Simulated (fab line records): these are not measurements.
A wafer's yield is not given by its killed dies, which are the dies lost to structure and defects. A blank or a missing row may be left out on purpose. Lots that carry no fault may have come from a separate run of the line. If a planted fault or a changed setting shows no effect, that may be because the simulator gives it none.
A lot that was struck, set against a sound lot / flow rit_cmos / 14 steps out of a route of 202
Sound: wafers L512.1, L512.5, L512.6. Wafers struck: L508.1, L508.3, L508.6. Last of all comes the cause.
Each step with rows lists, per side, the tool, then ch with its chambers, then its first start. Under that, the readings that differ: sound wafers / struck wafers / difference of the means / sigmas: that difference in standard deviations of wafers without a fault.
alike: words and numbers the same on both sides, and readings whose means are apart by under 2 such deviations; not compared: readings that were withheld, readings missing a value for some wafer, numbers with overlapping values and no deviation given by the record, and bounds like >300 which may hide the same value.
A row with sigmas, a row that says differs or no value, or rows on one side alone: a step with any of these is where the two part. Numbers that have no deviation but don't overlap get no sigmas and don't part them. Lack of a reading on every wafer of one side parts them only where that side has two or more wafers.

first, 1 step without rows for these wafers: RIT_ACTIVE_OXIDATION_01 (target thk 46.8 nm, ox time 3360 s).
RIT_ACTIVE_THK_MEAS_02:
  sound on film_metro-01 at day 4 11:08; struck on film_metro-03 at day 3 15:13
  alike: ACTIVE_OXIDE_THK
then, 1 step without rows for these wafers: RIT_ACTIVE_CVD_03 (deposits Si3N4 from SiH2Cl2/NH3, target thk 150 nm, time 1500 s).
RIT_ACTIVE_THK_MEAS_04:
  sound on film_metro-02 at day 4 12:36; struck on film_metro-02 at day 3 16:41
  alike: ACTIVE_NITRIDE_THK
then, 6 steps without rows for these wafers: RIT_ACTIVE_HMDS_05 (prime time 60 s); RIT_ACTIVE_COAT_06 (resist thk 1000 nm); RIT_ACTIVE_SOFTBAKE_07 (time 60 s); RIT_ACTIVE_EXPOSE_08 (exposes mask M1, target cd 1400 nm); RIT_ACTIVE_PEB_09; RIT_ACTIVE_DEVELOP_10 (develop time 50 s).
RIT_ACTIVE_CD_MEAS_11: target cd 1400 nm.
  sound on cd_sem-02 at day 4 13:38; struck on cd_sem-01 at day 3 17:35
reading=cd_nm (nm); sound=1402.8 1403.4 1403.9; struck=1396.4 1398.4 1395.9; difference=-6.5; sigmas=-3
then, 1 step without rows for these wafers: RIT_ACTIVE_HARDBAKE_12 (time 60 s).
RIT_ACTIVE_ETCH_13: etches Si3N4 in SF6, stops on SiO2, time 210 s, target depth 210 nm.
  sound on rie_diel-03 ch 0,2, day 4 13:55; struck on rie_diel-01 ch 0,1,3, day 3 17:52
reading=rf_fwd_power_W (W); sound=123.8 124.0 124.7; struck=174.9 174.0 174.1; difference=+50.2; sigmas=+99 or more
reading=model.NOVOLAK_of_ACTIVE_COAT_06.thk_nm (nm); sound=667.4 664.9 655.3; struck=555 548.3 555.5; difference=-110; sigmas=
reading=model.SiO2_of_ACTIVE_OXIDATION_01.thk_nm (nm); sound=46.72 47.43 46.09; struck=0 0 0; difference=-47; sigmas=
reading=model.ACTIVE.feature_depth_nm (nm); sound=150.7 152.6 153.1; struck=197.4 196.8 197.5; difference=+45.1; sigmas=
  alike: drypump_motor_current_A, oes_product_au, throttle_valve_pct
  not compared: rf_hours_counter_h
RIT_ACTIVE_STRIP_14: strips in O2, time 180 s.
  sound on plasma_asher-01 ch 0,1, day 4 14:02; struck on plasma_asher-01 ch 0,1, day 3 18:00
  alike: drypump_motor_current_A
  not compared: rf_hours_counter_h

## WHERE THEY PART
First at RIT_ACTIVE_CD_MEAS_11; last, within this record, at RIT_ACTIVE_ETCH_13. Later steps at which nothing parts them and some readings are alike: RIT_ACTIVE_STRIP_14.

WHY: what had been put in by the simulator
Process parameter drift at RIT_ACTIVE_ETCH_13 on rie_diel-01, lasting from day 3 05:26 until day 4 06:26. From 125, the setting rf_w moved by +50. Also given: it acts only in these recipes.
